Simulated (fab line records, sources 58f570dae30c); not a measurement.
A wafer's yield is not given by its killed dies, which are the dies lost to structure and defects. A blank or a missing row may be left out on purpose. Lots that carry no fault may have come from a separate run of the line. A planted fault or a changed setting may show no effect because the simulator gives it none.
Which tool is to blame? :: flow berkeley-cmos170 :: Sampling: 7 lots, 21 wafers, 2 of 331 route steps

== WHAT THE GAUGES READ, wafer by wafer ==
UCB170_PWELL_THK_MEAS_06.
lot: L740
measured: day 3 06:44
on: film-metro-02
PWELL_NITRIDE_THK (nm): 209.3 211.5 209.4

lot: L742
measured: day 3 18:28
on: film-metro-01
PWELL_NITRIDE_THK (nm): 209.0 210.2 208.7

lot: L744
measured: day 4 10:08
on: film-metro-02
PWELL_NITRIDE_THK (nm): 215.1 212.0 214.9

lot: L746
measured: day 4 16:44
on: film-metro-04
PWELL_NITRIDE_THK (nm): 212.9 215.0 214.4

lot: L748
measured: day 5 05:22
on: film-metro-04
PWELL_NITRIDE_THK (nm): 212.0 213.7 212.7

lot: L757
measured: day 7 10:40
on: film-metro-01
PWELL_NITRIDE_THK (nm): 184.6 183.9 185.8

lot: L761
measured: day 8 07:04
on: film-metro-04
PWELL_NITRIDE_THK (nm): 211.0 209.9 209.1

== WHICH TOOL RAN EACH LOT (tool, then ch and the chambers of the sampled wafers, then the start) ==
lot: L740
UCB170_PWELL_CVD_05: lpcvd-01 ch 0, day 3 04:49

lot: L742
UCB170_PWELL_CVD_05: lpcvd-02 ch 1, day 3 16:33

lot: L744
UCB170_PWELL_CVD_05: lpcvd-02 ch 0, day 4 08:13

lot: L746
UCB170_PWELL_CVD_05: lpcvd-01 ch 0, day 4 14:49

lot: L748
UCB170_PWELL_CVD_05: lpcvd-02 ch 0, day 5 03:26

lot: L757
UCB170_PWELL_CVD_05: lpcvd-02 ch 0, day 7 08:45

lot: L761
UCB170_PWELL_CVD_05: lpcvd-01 ch 1, day 8 05:08
- UCB170_PWELL_CVD_05: deposits Si3N4 from SiH2Cl2/NH3, target thk 220 nm, time 3168 s.

== THE ANSWER, worked out from the rows above alone ==
Rule: the lots themselves supply what counts as usual. The widest of any qualifying gaps counts: lots, ordered by their means at a reading, are off when they make up no more than a third of the lots, leave a main group of 4 or more, and stand apart from it by 3 or more times the standard deviation of that group's means. The tables above print the reading to a certain number of digits; a main group whose means all agree to those digits is not used. Also off: a lot with no number at a reading for which 4 or more lots have one. Where the step has rows for the other lots, those lots are counted as sound.
Off: at UCB170_PWELL_THK_MEAS_06 (PWELL_NITRIDE_THK), L757. The main group: mean 211.7 nm, standard deviation 2.
A tool fits if, at a process step before that reading, it ran every lot that is off, and no sound lot after the first of them. The gauges at UCB170_PWELL_THK_MEAS_06 are tried like those tools. This does not decide it: 2 tools fit, namely lpcvd-02 at UCB170_PWELL_CVD_05 and film-metro-01 at UCB170_PWELL_THK_MEAS_06.

== WHAT HAD BEEN PUT IN BY THE SIMULATOR ==
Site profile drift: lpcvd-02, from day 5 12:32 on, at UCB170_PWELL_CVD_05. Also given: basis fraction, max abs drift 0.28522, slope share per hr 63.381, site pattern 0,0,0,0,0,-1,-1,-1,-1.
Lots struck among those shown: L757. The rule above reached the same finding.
